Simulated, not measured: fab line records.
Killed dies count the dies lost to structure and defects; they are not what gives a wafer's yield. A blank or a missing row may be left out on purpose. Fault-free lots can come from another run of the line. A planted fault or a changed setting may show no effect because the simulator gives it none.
Lot-split experiment + flow berkeley_cmos170 + 5 lots, 23 wafers read, on a route of 331 steps

## SPLIT DETAILS
At UCB170_PFIELD_IMPLANT_07, the setting dose_cm2 was moved away from the recipe's 2e+13 on 10 of the 23 wafers read, by -6.3% to +4.6%. This setting was run at the recipe's value on the other wafers.

## THE PATH FROM SPLIT TO READING: the file shows 1 step between them
- UCB170_PFIELD_STRIP_08: strips in O2

## THE READING
PFIELD_TW, at UCB170_PFIELD_TW_MEAS_09. On this fab line, fault-free wafers typically give 601 with a standard deviation of 4.9.

| wafer  | tool, chamber at the split | dose_cm2 as run | against the recipe | PFIELD_TW | against lot-mates on the recipe |
|--------|----------------------------|-----------------|--------------------|-----------|---------------------------------|
| L078.1 | implanter-01, 0            | 2e+13           | recipe             | 600       | -                               |
| L078.3 | implanter-01, 0            | 2e+13           | recipe             | 596       | -                               |
| L078.4 | implanter-01, 0            | 2e+13           | recipe             | 601       | -                               |
| L079.1 | implanter-04, 0            | 1.951e+13       | -2.4%              | 596       | -4                              |
| L079.2 | implanter-04, 0            | 2e+13           | recipe             | 598       | -                               |
| L079.4 | implanter-04, 0            | 2e+13           | recipe             | 601       | -                               |
| L079.5 | implanter-04, 0            | 2e+13           | recipe             | 600       | -                               |
| L079.6 | implanter-04, 0            | 1.951e+13       | -2.4%              | 594       | -6                              |
| L081.1 | implanter-04, 0            | 2e+13           | recipe             | 599       | -                               |
| L081.3 | implanter-04, 0            | 1.873e+13       | -6.3%              | 584       | -15                             |
| L081.4 | implanter-04, 0            | 2e+13           | recipe             | 599       | -                               |
| L081.5 | implanter-04, 0            | 1.873e+13       | -6.3%              | 582       | -17                             |
| L081.6 | implanter-04, 0            | 1.873e+13       | -6.3%              | 585       | -14                             |
| L083.1 | implanter-01, 0            | 2.091e+13       | +4.6%              | 615       | +11                             |
| L083.3 | implanter-01, 0            | 2.091e+13       | +4.6%              | 613       | +9                              |
| L083.4 | implanter-01, 0            | 2e+13           | recipe             | 604       | -                               |
| L083.5 | implanter-01, 0            | 2e+13           | recipe             | 605       | -                               |
| L083.6 | implanter-01, 0            | 2e+13           | recipe             | 603       | -                               |
| L085.1 | implanter-03, 0            | 1.908e+13       | -4.6%              | 601       | -11                             |
| L085.2 | implanter-03, 0            | 2e+13           | recipe             | 612       | -                               |
| L085.4 | implanter-03, 0            | 1.908e+13       | -4.6%              | 600       | -12                             |
| L085.5 | implanter-03, 0            | 1.908e+13       | -4.6%              | 604       | -8                              |
| L085.6 | implanter-03, 0            | 2e+13           | recipe             | 612       | -                               |

FIT RESULTS
A straight line over all 23 wafers: PFIELD_TW changes by +2.2 for each +1% of dose_cm2; r = +0.78; the points scatter about the line by 5.6.
The same after taking each lot's own level away (the mean of its wafers on the recipe; 23 wafers): +2.3 for each +1%; r = +0.98; scatter 1.4.
According to that fit, moving dose_cm2 by its largest amount changes the reading by 15.
Across the lots, their own levels run from 599.0 to 612.0, a range of 2.7 times the standard deviation given above.
So the lot-to-lot level blurs the effect unless lot-mates are compared.
Check: with one of the wafers moved furthest among these (-6.3%) left out of the fit, the line predicts -14.6 for it against its lot-mates. It came out at -15 against them.

## OTHER SPLITS ON THESE WAFERS
Before the reading, these wafers also passed through other splits. Each is held against what the fit with the lots' levels taken away leaves over:
| other split on the same wafers   | wafers away from the commonest value | r with PFIELD_TW (lot level and that fit taken away) |
|----------------------------------|--------------------------------------|------------------------------------------------------|
| UCB170_ZERO_COAT_01 spin_rpm     | 8                                    | -0.01                                                |
| UCB170_PWELL_OXIDATION_02 temp_c | 10                                   | -0.01                                                |
| UCB170_PWELL_IMPLANT_15 dose_cm2 | 8                                    | -0.14                                                |

## THE FILE'S OWN FIT
PFIELD_TW changes by +2.28 for each +1% of dose_cm2, r = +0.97.
